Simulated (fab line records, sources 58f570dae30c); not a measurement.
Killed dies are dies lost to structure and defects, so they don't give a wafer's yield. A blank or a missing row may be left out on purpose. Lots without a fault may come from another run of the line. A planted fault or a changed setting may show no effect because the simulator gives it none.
A struck lot beside a sound one | flow berkeley_cmos170 | 17 steps out of a route of 331
Sound: wafers L701.1, L701.3, L701.4. Struck: wafers L712.1, L712.2, L712.4. The cause comes at the end.
At each step with rows: each side's tool, then ch and its chambers, then its first start. Under that, the readings that differ: sound wafers | struck wafers | difference of the means | sigmas: that difference in standard deviations of wafers without a fault.
alike: readings whose means differ by less than 2 such deviations, and words and numbers that are the same on both sides. not compared: withheld readings, readings that some wafer has no value for, bounds like >300 that may hide the same value, and numbers for which the record gives no deviation and whose values overlap.
The two part at a step that has a row with sigmas, a row that says differs or no value, or rows on one side only. Numbers that don't overlap but have no deviation are shown without sigmas and don't part them. A reading that every wafer of one side lacks parts them only if that side has two wafers or more.

first, 1 step without rows for these wafers: UCB170_GATE_DEVELOP_11 (develop time 45 s).
UCB170_GATE_CD_MEAS_12: target cd 350 nm.
  sound on cd_sem-01, day 7 10:56; struck on cd_sem-02, day 9 10:57
  reading    | sound             | struck            | difference | sigmas
  cd_nm (nm) | 348.7 348.1 347.1 | 350.5 351.5 350.4 | +2.8       | +2
UCB170_GATE_OVL_MEAS_13:
  sound on overlay-02, day 7 11:03; struck on overlay-01, day 9 11:04
  alike: GATE_OVL
UCB170_GATE_ETCH_14: etches BARC in N2/H2.
  sound on rie_diel-03 ch 0,1,3, day 7 11:05; struck on rie_diel-04 ch 1,2,3, day 9 11:06
  alike: bias_w, drypump_motor_current_A, h2_flow_sccm, n2_flow_sccm, oes_product_au, throttle_valve_pct
UCB170_GATE_ETCH_15: etches poly-Si in HBr/Cl2, stops on SiO2, time 56.3 s, target depth 278.2 nm.
  sound on rie_si-02 ch 0,2,3, day 7 11:08; struck on rie_si-01 ch 0,1,2, day 9 11:08
  alike: bias_w, drypump_motor_current_A, oes_product_au, throttle_valve_pct
  not compared: rf_hours_counter_h
UCB170_GATE_STRIP_16: strips in O2.
  sound on plasma_asher-04 ch 0,1, day 7 11:11; struck on plasma_asher-03 ch 0,1, day 9 11:11
  alike: drypump_motor_current_A, oes_product_au
  not compared: rf_hours_counter_h
UCB170_GATE_CD_MEAS_90: target cd 350 nm.
  sound on cd_sem-01, day 7 11:17; struck on cd_sem-02, day 9 11:18
  alike: cd_nm
then, 5 steps without rows for these wafers: UCB170_GATE_CLEAN_17 (cleans in SPM, time 600 s); UCB170_PLDD_HMDS_00 (prime time 60 s); UCB170_PLDD_COAT_01 (resist thk 886.3 nm); UCB170_PLDD_SOFTBAKE_02 (time 60 s); UCB170_PLDD_EXPOSE_03 (exposes mask PSELECT, target cd 1200 nm).
UCB170_PLDD_PEB_04:
  sound on litho_track-02 ch 0, day 7 12:55; struck on litho_track-03 ch 0, day 9 13:44
  reading                  | sound                | struck               | difference | sigmas
  heater_power_total_W (W) | 56.83 56.79 56.88    | 57.23 57.36 57.29    | +0.46      | +9
  plate_temp_C (C)         | 130.13 129.94 129.98 | 131.04 131.03 130.92 | +0.98      | +8
then, 1 step without rows for these wafers: UCB170_PLDD_DEVELOP_05 (develop time 45 s).
UCB170_PLDD_CD_MEAS_06: target cd 1200 nm.
  sound on cd_sem-01, day 7 13:12; struck on cd_sem-02, day 9 14:00
  reading    | sound                | struck               | difference | sigmas
  cd_nm (nm) | 1197.0 1197.3 1198.2 | 1202.8 1203.8 1204.7 | +6.3       | +4
UCB170_PLDD_OVL_MEAS_07:
  sound on overlay-01, day 7 13:19; struck on overlay-01, day 9 14:07
  reading       | sound | struck     | difference | sigmas
  PLDD_OVL (nm) | 8 9 7 | -13 -9 -11 | -19        | -4
then, 1 step without rows for these wafers: UCB170_M3_PROBE_99.

WHERE THEY PART
First at UCB170_GATE_CD_MEAS_12; last, within this record, at UCB170_PLDD_OVL_MEAS_07.

WHY: what the simulator had put in
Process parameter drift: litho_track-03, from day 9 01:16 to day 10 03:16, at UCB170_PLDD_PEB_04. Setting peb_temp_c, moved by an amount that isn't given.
